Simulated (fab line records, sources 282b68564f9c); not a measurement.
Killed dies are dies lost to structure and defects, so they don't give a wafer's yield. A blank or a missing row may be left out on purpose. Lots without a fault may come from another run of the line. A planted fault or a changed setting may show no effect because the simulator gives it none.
fab line records | flow rit_cmos
record lots=13 wafers=39 last_day=7
route steps=202 shown ACTIVE@5 FOX1@21 NWELL@38 GATE@89 M1@202
lots that met no fault: from a run of the same line without faults
start_h: hours from the record's first day to the start of the lot's first wafer shown | wait_h: hours since the lot's step before | " the same as in the row above | L1.1+2: a row that stands for several wafers | - no value, or no start given | * or withheld: withheld | < > ~ a bound
route shown NAME@n: a module of which the file shows steps, and the number in the route of the first | usual: mean/standard deviation of fault-free wafers | same: alike in all rows | chamber/n: place in a boat | sites: the reading at each site | _std_site: their standard deviation | _edge_site: outer sites' mean less inner sites' | radius_mm: how far each site lies from the wafer's centre | mask NAME#n: copy n | behind: the tool/chamber that last shaped the wafer | hold: why the lot was held/for how many hours/how that ended | device: the transistor (n, p or np) that didn't switch | end of line: the same wafers' tests at the end of the route | a step without rows: its recipe alone | killed: dies lost to structure and defects at the first sort, not the wafer's yield | map: a wafer's dies, x killed, . not, _ none there
set.NAME: the setting as run; set.NAME@STEP: as run at that earlier step | model.NAME: the simulator's own value behind a step, which no gauge read
steps of the route over a sample of lots; a table a step, a row a wafer
services: from which hour (start_h, from the record's first day; less than 0 if before it) a tool's chamber was out of use, for how many hours, and why
## steps
# step RIT_ACTIVE_THK_MEAS_04
# recipe reads=Si3N4_of_ACTIVE_CVD_03
# usual ACTIVE_NITRIDE_THK=150.2/1.4
# columns lot.wafer tool chamber start_h wait_h ACTIVE_NITRIDE_THK[nm]
L930.1 film_metro-03 - 24.87 0.0 150.7
L930.4 " - " " 153.0
L930.6 " - " " 150.6
L933.2 film_metro-03 - 38.54 0.0 150.1
L933.3 " - " " 149.8
L933.6 " - " " 148.7
L934.1 film_metro-03 - 43.53 0.0 152.4
L934.3 " - " " 152.6
L934.6 " - " " 152.8
L935.1 film_metro-01 - 48.53 0.0 149.8
L935.4 " - " " 150.8
L935.6 " - " " 150.8
L938.1 film_metro-03 - 65.83 0.0 150.5
L938.2 " - " " 149.7
L938.3 " - " " 149.9
L939.3 film_metro-01 - 69.77 0.0 150.6
L939.4 " - " " 150.4
L939.5 " - " " 150.4
L940.2 film_metro-01 - 74.15 0.0 149.7
L940.5 " - " " 150.2
L940.6 " - " " 150.1
L942.2 film_metro-02 - 84.59 0.0 150.3
L942.3 " - " " 150.5
L942.4 " - " " 150.1
L943.1 film_metro-03 - 89.45 0.0 149.6
L943.4 " - " " 147.7
L943.5 " - " " 148.2
L947.1 film_metro-02 - 108.84 0.0 149.7
L947.2 " - " " 148.3
L947.3 " - " " 150.4
L948.1 film_metro-03 - 114.10 0.0 150.0
L948.3 " - " " 151.7
L948.5 " - " " 150.4
L949.1 film_metro-02 - 119.27 0.0 151.8
L949.2 " - " " 153.3
L949.5 " - " " 151.9
L951.1 film_metro-02 - 129.47 0.0 151.3
L951.3 " - " " 151.1
L951.5 " - " " 151.7
# step RIT_FOX1_THK_MEAS_01
# recipe reads=SiO2_of_FOX1_OXIDATION_00
# usual FOX1_OXIDE_THK=353/7.3
# columns lot.wafer tool chamber start_h wait_h FOX1_OXIDE_THK[nm]
L930.1 film_metro-04 - 28.16 0.0 362
L930.4 " - " " 358
L930.6 " - " " 366
L933.2 film_metro-04 - 42.12 0.0 354
L933.3 " - " " 358
L933.6 " - " " 358
L934.1 film_metro-02 - 46.94 0.0 350
L934.3 " - " " 350
L934.6 " - " " 347
L935.1 film_metro-04 - 53.36 0.0 346
L935.4 " - " " 354
L935.6 " - " " 349
L938.1 film_metro-01 - 69.24 0.0 338
L938.2 " - " " 344
L938.3 " - " " 343
L939.3 film_metro-04 - 75.08 0.0 342
L939.4 " - " " 340
L939.5 " - " " 334
L940.2 film_metro-02 - 79.58 0.0 348
L940.5 " - " " 348
L940.6 " - " " 352
L942.2 film_metro-01 - 89.51 0.0 358
L942.3 " - " " 348
L942.4 " - " " 353
L943.1 film_metro-04 - 94.42 0.0 359
L943.4 " - " " 355
L943.5 " - " " 359
L947.1 film_metro-02 - 114.16 0.0 346
L947.2 " - " " 358
L947.3 " - " " 349
L948.1 film_metro-04 - 119.11 0.0 351
L948.3 " - " " 354
L948.5 " - " " 354
L949.1 film_metro-01 - 123.86 0.0 362
L949.2 " - " " 359
L949.5 " - " " 357
L951.1 film_metro-04 - 133.37 0.0 353
L951.3 " - " " 351
L951.5 " - " " 356
# step RIT_NWELL_TW_MEAS_10
# usual NWELL_TW=2153/12
# columns lot.wafer tool chamber start_h wait_h NWELL_TW
L930.1 film_metro-04 - 32.28 0.1 2144
L930.4 " - " " 2141
L930.6 " - " " 2146
L933.2 film_metro-02 - 46.25 0.1 2155
L933.3 " - " " 2164
L933.6 " - " " 2147
L934.1 film_metro-03 - 51.00 0.1 2166
L934.3 " - " " 2153
L934.6 " - " " 2141
L935.1 film_metro-04 - 57.48 0.1 2152
L935.4 " - " " 2143
L935.6 " - " " 2155
L938.1 film_metro-04 - 73.16 0.1 2177
L938.2 " - " " 2159
L938.3 " - " " 2166
L939.3 film_metro-04 - 80.81 0.1 2174
L939.4 " - " " 2170
L939.5 " - " " 2171
L940.2 film_metro-04 - 83.65 0.1 2166
L940.5 " - " " 2166
L940.6 " - " " 2178
L942.2 film_metro-03 - 93.43 0.1 2157
L942.3 " - " " 2154
L942.4 " - " " 2159
L943.1 film_metro-04 - 99.87 0.1 2146
L943.4 " - " " 2148
L943.5 " - " " 2130
L947.1 film_metro-04 - 119.28 0.1 2138
L947.2 " - " " 2165
L947.3 " - " " 2145
L948.1 film_metro-04 - 124.07 0.1 2152
L948.3 " - " " 2159
L948.5 " - " " 2154
L949.1 film_metro-04 - 128.92 0.1 2163
L949.2 " - " " 2151
L949.5 " - " " 2147
L951.1 film_metro-04 - 138.26 0.1 2153
L951.3 " - " " 2153
L951.5 " - " " 2161
# step RIT_GATE_EXPOSE_13
# recipe mask_id=M6 na=0.6 source_shape=conventional sigma_outer=0.6 target_cd_nm=150 dose_mj=380
# usual stage_vel_mm_s=499.93/0.26
# columns lot.wafer tool chamber start_h wait_h mask stage_vel_mm_s
L930.1 iline_stepper-01 0 47.33 0.2 M6#0 499.97
L930.4 " 0 " " M6#0 500.11
L930.6 " 0 " " M6#0 500.01
L933.2 iline_stepper-01 0 67.99 0.1 M6#0 499.72
L933.3 " 0 " " M6#0 499.60
L933.6 " 0 " " M6#0 500.11
L934.1 iline_stepper-01 0 68.84 0.1 M6#0 499.48
L934.3 " 0 " " M6#0 499.95
L934.6 " 0 " " M6#0 499.79
L935.1 iline_stepper-02 0 76.85 0.2 M6#0 499.60
L935.4 " 0 " " M6#0 499.93
L935.6 " 0 " " M6#0 499.66
L938.1 iline_stepper-02 0 90.41 0.1 M6#0 499.83
L938.2 " 0 " " M6#0 499.58
L938.3 " 0 " " M6#0 499.92
L940.2 iline_stepper-02 0 99.62 0.1 M6#0 500.24
L940.5 " 0 " " M6#0 499.90
L940.6 " 0 " " M6#0 500.01
L939.3 iline_stepper-02 0 99.76 0.2 M6#0 500.09
L939.4 " 0 " " M6#0 500.47
L939.5 " 0 " " M6#0 500.26
L942.2 iline_stepper-01 0 113.07 0.2 M6_R1#0 500.13
L942.3 " 0 " " M6_R1#0 500.13
L942.4 " 0 " " M6_R1#0 500.07
L943.1 iline_stepper-01 0 116.74 0.1 M6#0 499.86
L943.4 " 0 " " M6#0 500.13
L943.5 " 0 " " M6#0 500.00
L947.1 iline_stepper-01 0 135.80 0.1 M6#0 499.54
L947.2 " 0 " " M6#0 499.94
L947.3 " 0 " " M6#0 500.13
L948.1 iline_stepper-01 0 141.70 0.1 M6#0 499.83
L948.3 " 0 " " M6#0 500.04
L948.5 " 0 " " M6#0 499.72
L949.1 iline_stepper-02 0 145.15 0.2 M6#0 500.00
L949.2 " 0 " " M6#0 499.78
L949.5 " 0 " " M6#0 499.81
L951.1 iline_stepper-02 0 156.63 0.1 M6#0 499.85
L951.3 " 0 " " M6#0 499.52
L951.5 " 0 " " M6#0 499.67
# step RIT_GATE_CD_MEAS_16
# recipe target_cd_nm=150
# usual cd_nm=150.0/2.6
# columns lot.wafer tool chamber start_h wait_h cd_nm
L930.1 cd_sem-01 - 47.88 - 153.5
L930.4 " - " " 158.4
L930.6 " - " " 155.1
L933.2 cd_sem-01 - 68.39 - 151.5
L933.3 " - " " 153.3
L933.6 " - " " 151.9
L934.1 cd_sem-01 - 69.24 - 149.3
L934.3 " - " " 149.0
L934.6 " - " " 150.0
L935.1 cd_sem-02 - 77.25 - 150.8
L935.4 " - " " 148.9
L935.6 " - " " 150.0
L938.1 cd_sem-01 - 90.81 - 149.8
L938.2 " - " " 149.0
L938.3 " - " " 149.9
L940.2 cd_sem-01 - 100.02 - 145.0
L940.5 " - " " 146.3
L940.6 " - " " 147.6
L939.3 cd_sem-02 - 100.16 - 151.2
L939.4 " - " " 148.3
L939.5 " - " " 149.2
L942.2 cd_sem-02 - 113.47 - 194.5
L942.3 " - " " 195.9
L942.4 " - " " 194.7
L943.1 cd_sem-02 - 117.14 - 146.8
L943.4 " - " " 147.7
L943.5 " - " " 147.2
L947.1 cd_sem-02 - 136.20 - 152.4
L947.2 " - " " 151.8
L947.3 " - " " 154.1
L948.1 cd_sem-02 - 142.10 - 151.8
L948.3 " - " " 148.5
L948.5 " - " " 150.0
L949.1 cd_sem-02 - 145.55 - 149.3
L949.2 " - " " 148.9
L949.5 " - " " 149.7
L951.1 cd_sem-02 - 157.03 - 150.3
L951.3 " - " " 150.2
L951.5 " - " " 150.6
# step RIT_M1_PROBE_99
# usual killed_at_M0_to_M3=0.0/0.083 killed_at_contacts=0.0/0.18 killed_at_front_end=7/3.4 killed_dies=7/3.4 killed_on_rim=1.8/1.4 killed_open=3.4/2 killed_short=3.6/2.1
# same gross_dies=264 killed_at_M4_up=0 killed_at_back_side=0 killed_at_other=0
# columns lot.wafer tool chamber start_h wait_h killed_at_M0_to_M3 killed_at_contacts killed_at_front_end killed_dies killed_on_rim killed_open killed_short
L934.1 prober-02 - 91.79 0.1 0 0 5 5 1 2 3
L934.3 prober-02 - 91.89 0.2 0 0 8 8 2 4 4
L934.6 prober-02 - 92.04 0.2 0 0 2 2 1 2 0
L935.1 prober-01 - 99.33 0.1 0 0 8 8 4 3 5
L935.4 prober-01 - 99.48 0.2 0 1 12 13 4 7 6
L935.6 prober-01 - 99.58 0.2 0 0 5 5 1 1 4
L938.1 prober-02 - 113.74 0.1 0 1 8 9 1 4 5
L938.2 prober-02 - 113.79 0.1 0 0 8 8 2 4 4
L938.3 prober-02 - 113.84 0.2 0 0 7 7 0 3 4
L940.2 prober-02 - 121.08 0.1 0 0 11 11 2 7 4
L940.5 prober-02 - 121.23 0.2 0 0 7 7 2 2 5
L940.6 prober-02 - 121.28 0.2 0 0 7 7 3 4 3
L939.3 prober-01 - 122.94 0.2 0 0 13 13 2 6 7
L939.4 prober-01 - 122.99 0.2 0 0 7 7 1 3 4
L939.5 prober-01 - 123.04 0.2 0 0 10 10 4 7 3
L942.2 prober-01 - 135.43 0.1 0 0 264 264 70 4 3
L942.3 prober-01 - 135.48 0.2 0 0 262 262 68 9 3
# killed by level:class
L934.1 FOX2:geometric_particle:short=1 GATE:geometric_particle:open=1 GATE:geometric_particle:short=1 REOX:geometric_particle:short=1 SILICIDE:geometric_particle:open=1
L934.3 GATE:geometric_particle:short=3 GATE:geometric_particle:open=2 FOX1:geometric_particle:short=1 FOX1:geometric_particle:open=1 REOX:geometric_particle:open=1
L934.6 GATE:geometric_particle:open=2
L935.1 GATE:geometric_particle:open=2 SPACER:geometric_particle:short=2 FOX2:geometric_particle:short=1 GATE:geometric_particle:short=1 REOX:geometric_particle:open=1 SILICIDE:geometric_particle:short=1
L935.4 GATE:geometric_particle:short=4 GATE:geometric_particle:open=2 SPACER:geometric_particle:short=2 SILICIDE:geometric_particle:open=2 FOX2:geometric_particle:open=1 SPACER:geometric_particle:open=1 CONTACT:geometric_particle:open=1
L935.6 REOX:geometric_particle:short=2 FOX2:geometric_particle:short=1 REOX:geometric_particle:open=1 SILICIDE:geometric_particle:short=1
L938.1 GATE:geometric_particle:open=4 GATE:geometric_particle:short=3 SILICIDE:geometric_particle:short=1 CONTACT:geometric_particle:short=1
L938.2 GATE:geometric_particle:open=2 SILICIDE:geometric_particle:short=2 FOX1:geometric_particle:open=1 GATE:geometric_particle:short=1 REOX:geometric_particle:short=1 REOX:geometric_particle:open=1
L938.3 GATE:geometric_particle:short=3 FOX1:geometric_particle:open=2 SPACER:geometric_particle:open=1 SILICIDE:geometric_particle:short=1
L940.2 SPACER:geometric_particle:open=3 FOX1:geometric_particle:open=1 FOX1:geometric_particle:short=1 FOX2:geometric_particle:open=1 GATE:geometric_particle:short=1 GATE:geometric_particle:open=1 REOX:geometric_particle:open=1 SPACER:geometric_particle:short=1
L940.5 GATE:geometric_particle:short=3 GATE:geometric_particle:open=1 SPACER:geometric_particle:short=1 SILICIDE:geometric_particle:short=1 SILICIDE:geometric_particle:open=1
L940.6 FOX1:geometric_particle:open=2 GATE:geometric_particle:short=2 GATE:geometric_particle:open=1 REOX:geometric_particle:open=1 REOX:geometric_particle:short=1
L939.3 FOX1:geometric_particle:open=2 FOX1:geometric_particle:short=2 REOX:geometric_particle:short=2 FOX2:geometric_particle:open=1 FOX2:geometric_particle:short=1 GATE:geometric_particle:short=1 GATE:geometric_particle:open=1 SPACER:geometric_particle:open=1
L939.4 REOX:geometric_particle:short=3 SILICIDE:geometric_particle:open=2 GATE:geometric_particle:open=1 GATE:geometric_particle:short=1
L939.5 GATE:geometric_particle:open=4 FOX1:geometric_particle:short=2 FOX1:geometric_particle:open=1 FOX2:geometric_particle:open=1 SILICIDE:geometric_particle:short=1 SILICIDE:geometric_particle:open=1
L942.2 GATE:area_expose=257 FOX1:geometric_particle:open=2 FOX2:geometric_particle:open=1 FOX2:geometric_particle:short=1 GATE:geometric_particle:open=1 REOX:geometric_particle:short=1 SILICIDE:geometric_particle:short=1
L942.3 GATE:area_expose=250 SPACER:geometric_particle:open=4 FOX1:geometric_particle:open=2 FOX1:geometric_particle:short=2 GATE:geometric_particle:open=2 FOX2:geometric_particle:open=1 REOX:geometric_particle:short=1
## services
# columns tool chamber start_h hours kind
iline_stepper-02 - 38.69 1.7 pm
iline_stepper-01 - 75.68 17.6 repair
iline_stepper-02 - 87.65 1.0 repair
iline_stepper-01 - 99.59 12.5 repair
iline_stepper-02 - 126.92 3.2 repair
iline_stepper-02 - 135.21 9.5 repair
iline_stepper-01 - 144.74 4.4 pm
iline_stepper-01 - 149.18 1.7 pm
## key
first_sign step=RIT_GATE_EXPOSE_13 reading=mask direction=changed
effect step=RIT_GATE_CD_MEAS_16 reading=cd_nm direction=up sigmas=17 usual=150.0 struck=195.0
effect step=RIT_M1_PROBE_99 reading=killed_dies direction=up sigmas=76 usual=7 struck=263
more_kills_born_at RIT_GATE_EXPOSE_13@iline_stepper-01=507
met_at RIT_GATE_EXPOSE_13
struck_lots L942
rows_end L942.4
later_rows_left_out L942.2,L942.3
tester_left_out L942
not_acting_at RIT_ACTIVE_THK_MEAS_04,RIT_FOX1_THK_MEAS_01,RIT_NWELL_TW_MEAS_10
onset_between 68.84 113.07
fault kind=wrong_mask tool=any chamber=- onset_h=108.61 steps=RIT_GATE_EXPOSE_13 aux_copy=M6_R1#0 cd_offset_nm=45 scope=struck_lots_only
# tester_left_out: of these lots the tester's yield and bins aren't shown, on N5 and GAA mostly nor the transistor test; their killed dies are dies lost to structure and defects alone, not to doping, threshold or leakage, so they don't give the yield
# later_rows_left_out: the simulator's readings of these wafers behind a module that went badly wrong aren't trusted and aren't shown, but for the sort
# rows_end: these wafers met a further fault down the route, and their rows from its step on are left out
